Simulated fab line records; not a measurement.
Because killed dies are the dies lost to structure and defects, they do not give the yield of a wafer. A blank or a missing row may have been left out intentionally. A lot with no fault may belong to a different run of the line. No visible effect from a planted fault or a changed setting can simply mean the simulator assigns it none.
What tool caused it? | flow berkeleyCmos170 | 14 lots with 42 wafers sampled at 4 steps, on a route of 331 steps

== WHAT THE GAUGES SHOWED, per wafer ==
UCB170_V1_CD_MEAS_12 targets a cd of 700 nm. Usual: cdNm at 700.4 nm, with a standard deviation of 1.5.
lot  | measured     | on       | cdNm (nm)         | flag
L750 | day 7 17:33  | cdSem-02 | 701.4 701.1 701.0 | 
L755 | day 8 05:15  | cdSem-01 | 701.1 700.2 700.6 | 
L754 | day 8 10:27  | cdSem-01 | 700.2 701.7 700.3 | 
L757 | day 8 19:23  | cdSem-02 | 702.2 701.3 702.8 | 
L756 | day 8 18:15  | cdSem-02 | 701.1 701.8 702.2 | 
L760 | day 9 11:49  | cdSem-01 | 698.0 698.3 699.0 | 
L761 | day 9 11:56  | cdSem-02 | 699.8 700.1 699.6 | 
L763 | day 9 23:25  | cdSem-02 | 700.9 699.5 698.8 | 
L768 | day 11 02:44 | cdSem-01 | 697.6 698.8 698.3 | 
L767 | day 11 02:32 | cdSem-01 | 698.6 697.2 698.5 | 
L769 | day 11 02:15 | cdSem-01 | 699.3 699.7 697.0 | 
L770 | day 11 17:57 | cdSem-01 | 699.9 699.7 700.1 | 
L771 | day 12 04:41 | cdSem-01 | 698.9 697.5 698.9 | 
L773 | day 12 05:15 | cdSem-01 | 701.8 701.1 701.6 | 

UCB170_M3_OVL_MEAS_16. Usual: M3_OVL 1 nm, standard deviation 4.5.
lot  | measured     | on         | M3_OVL (nm) | flag
L750 | day 8 04:47  | overlay-01 | 0 -3 -9     | 
L755 | day 8 13:44  | overlay-01 | -2 2 -2     | 
L754 | day 8 18:46  | overlay-01 | 2 -2 2      | 
L757 | day 9 06:15  | overlay-01 | -6 -2 4     | 
L756 | day 9 05:32  | overlay-01 | -2 3 5      | 
L760 | day 9 19:48  | overlay-01 | -2 2 1      | 
L761 | day 9 19:59  | overlay-01 | 10 10 3     | 
L763 | day 10 07:19 | overlay-01 | 0 -6 3      | 
L768 | day 11 15:04 | overlay-02 | -1 -5 -1    | 
L767 | day 11 14:49 | overlay-01 | 1 3 -4      | 
L769 | day 11 11:50 | overlay-01 | -4 -6 -9    | 
L770 | day 12 01:55 | overlay-02 | -7 -7 -7    | 
L771 | day 12 13:44 | overlay-01 | 4 5 6       | 
L773 | day 12 14:21 | overlay-02 | 8 5 3       | 

== WHAT TOOL EACH LOT RAN ON (gives the tool, then ch and the chambers of the sampled wafers, and finally the start) ==
lot  | UCB170_PLDD_STRIP_10                | UCB170_PSD_STRIP_09
L750 | plasmaAsher-02 ch 0,1, day 6 11:23  | plasmaAsher-04 ch 0,1, day 6 21:05
L755 | plasmaAsher-03 ch 0, day 7 04:31    | plasmaAsher-01 ch 0,1, day 7 12:20
L754 | plasmaAsher-01 ch 0,1, day 7 04:57  | plasmaAsher-04 ch 0,1, day 7 12:41
L757 | plasmaAsher-03 ch 0,1, day 7 13:45  | plasmaAsher-01 ch 0,1, day 7 23:20
L756 | plasmaAsher-01 ch 0,1, day 7 14:04  | plasmaAsher-04 ch 0,1, day 7 23:43
L760 | plasmaAsher-03 ch 0,1, day 8 09:44  | plasmaAsher-04 ch 0,1, day 8 16:47
L761 | plasmaAsher-01 ch 0,1, day 8 10:23  | plasmaAsher-01 ch 0, day 8 16:40
L763 | plasmaAsher-03 ch 0,1, day 8 16:48  | plasmaAsher-02 ch 0,1, day 9 00:58
L768 | plasmaAsher-02 ch 0,1, day 9 21:46  | plasmaAsher-04 ch 0,1, day 10 08:13
L767 | plasmaAsher-02 ch 0,1, day 9 22:05  | plasmaAsher-02 ch 0,1, day 10 08:41
L769 | plasmaAsher-01 ch 0,1, day 9 22:20  | plasmaAsher-01 ch 0,1, day 10 08:29
L770 | plasmaAsher-01 ch 0,1, day 10 13:16 | plasmaAsher-02 ch 0,1, day 11 00:55
L771 | plasmaAsher-02 ch 0,1, day 10 20:32 | plasmaAsher-02 ch 0,1, day 11 05:56
L773 | plasmaAsher-02 ch 0,1, day 10 22:10 | plasmaAsher-04 ch 0,1, day 11 06:15
- UCB170_PLDD_STRIP_10: strips in O2.
- UCB170_PSD_STRIP_09: strips in O2.

== WHAT THE TOOLS THEMSELVES READ (means of the sampled wafers that have a number; where no wafer has one, the mark that the record gives instead) ==
UCB170_PLDD_STRIP_10. Usual: drypumpMotorCurrentA 5.8 A, standard deviation 0.36; oesProductAu 0.734 a.u., standard deviation 0.0044; stripTimeToEndpointS 21.63 s, standard deviation 0.059.
lot  | tool           | drypumpMotorCurrentA (A) | oesProductAu (a.u.) | stripTimeToEndpointS (s) | flag
L750 | plasmaAsher-02 | 5.5                      | 0.735               | 21.70                    | 
L755 | plasmaAsher-03 | 5.6                      | 0.736               | 21.59                    | 
L754 | plasmaAsher-01 | 6.3                      | 0.731               | 21.55                    | 
L757 | plasmaAsher-03 | 5.6                      | 0.729               | 21.58                    | 
L756 | plasmaAsher-01 | 6.1                      | 0.733               | 21.60                    | 
L760 | plasmaAsher-03 | 5.5                      | 0.814               | 21.63                    | OFF
L761 | plasmaAsher-01 | 6.1                      | 0.734               | 21.70                    | 
L763 | plasmaAsher-03 | 5.5                      | 0.811               | 21.58                    | OFF
L768 | plasmaAsher-02 | 5.5                      | 0.729               | 21.60                    | 
L767 | plasmaAsher-02 | 5.5                      | 0.733               | 21.56                    | 
L769 | plasmaAsher-01 | 6.1                      | 0.735               | 21.62                    | 
L770 | plasmaAsher-01 | 6.3                      | 0.732               | 21.60                    | 
L771 | plasmaAsher-02 | 5.6                      | 0.733               | 21.54                    | 
L773 | plasmaAsher-02 | 5.6                      | 0.734               | 21.63                    | 

UCB170_PSD_STRIP_09. Usual: drypumpMotorCurrentA 5.7 A, standard deviation 0.48; oesProductAu 0.600 a.u., standard deviation 0.0043; stripTimeToEndpointS 29.40 s, standard deviation 0.069.
lot  | tool           | drypumpMotorCurrentA (A) | oesProductAu (a.u.) | stripTimeToEndpointS (s) | flag
L750 | plasmaAsher-04 | 5.3                      | 0.599               | 29.32                    | 
L755 | plasmaAsher-01 | 6.1                      | 0.598               | 29.50                    | 
L754 | plasmaAsher-04 | 5.3                      | 0.599               | 29.44                    | 
L757 | plasmaAsher-01 | 6.2                      | 0.600               | 29.44                    | 
L756 | plasmaAsher-04 | 5.6                      | 0.602               | 29.43                    | 
L760 | plasmaAsher-04 | 5.3                      | 0.595               | 29.43                    | 
L761 | plasmaAsher-01 | 5.9                      | 0.597               | 29.40                    | 
L763 | plasmaAsher-02 | 5.6                      | 0.599               | 29.43                    | 
L768 | plasmaAsher-04 | 5.6                      | 0.596               | 29.41                    | 
L767 | plasmaAsher-02 | 5.5                      | 0.600               | 29.39                    | 
L769 | plasmaAsher-01 | 6.1                      | 0.600               | 29.32                    | 
L770 | plasmaAsher-02 | 5.6                      | 0.600               | 29.35                    | 
L771 | plasmaAsher-02 | 5.6                      | 0.600               | 29.38                    | 
L773 | plasmaAsher-04 | 5.3                      | 0.600               | 29.23                    | 

== THE ANSWER, worked out from the rows above alone ==
Rule: lot off if the mean of its wafers having a number is beyond 3 standard deviations from the usual mean. Also off: a lot with no number at a reading for which 4 or more lots have one. All remaining lots with rows at the step are treated as sound. First the gauges in route order, then the tools' own readings, where a lot's mean is used as printed above. The first step at which some lot is off is used, and at that step the reading that is off furthest; a lot without a number counts as furthest.
Off: L760, L763, at UCB170_PLDD_STRIP_10 (oesProductAu).
A tool fits if, at that step or a process step before it, it ran every lot that is off, and no sound lot after the first of them. One fits: plasmaAsher-03 at UCB170_PLDD_STRIP_10. Its last sound lot is L757 (day 7 13:45), its first lot that is off L760 (day 8 09:44): a fault that began between those two fits.
The tool's own readings at UCB170_PLDD_STRIP_10 bear it out: on the lots that are off they differ by more than 5 times the standard deviation of the sound lots' means. oesProductAu reads 0.812 a.u. there against 0.733 a.u. on the sound lots.

== WHAT THE SIMULATOR PUT IN ==
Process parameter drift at UCB170_PLDD_STRIP_10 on plasmaAsher-03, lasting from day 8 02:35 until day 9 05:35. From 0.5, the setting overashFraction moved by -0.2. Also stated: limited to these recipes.
Lots struck among those shown: L760, L763. The same result came from the rule above.
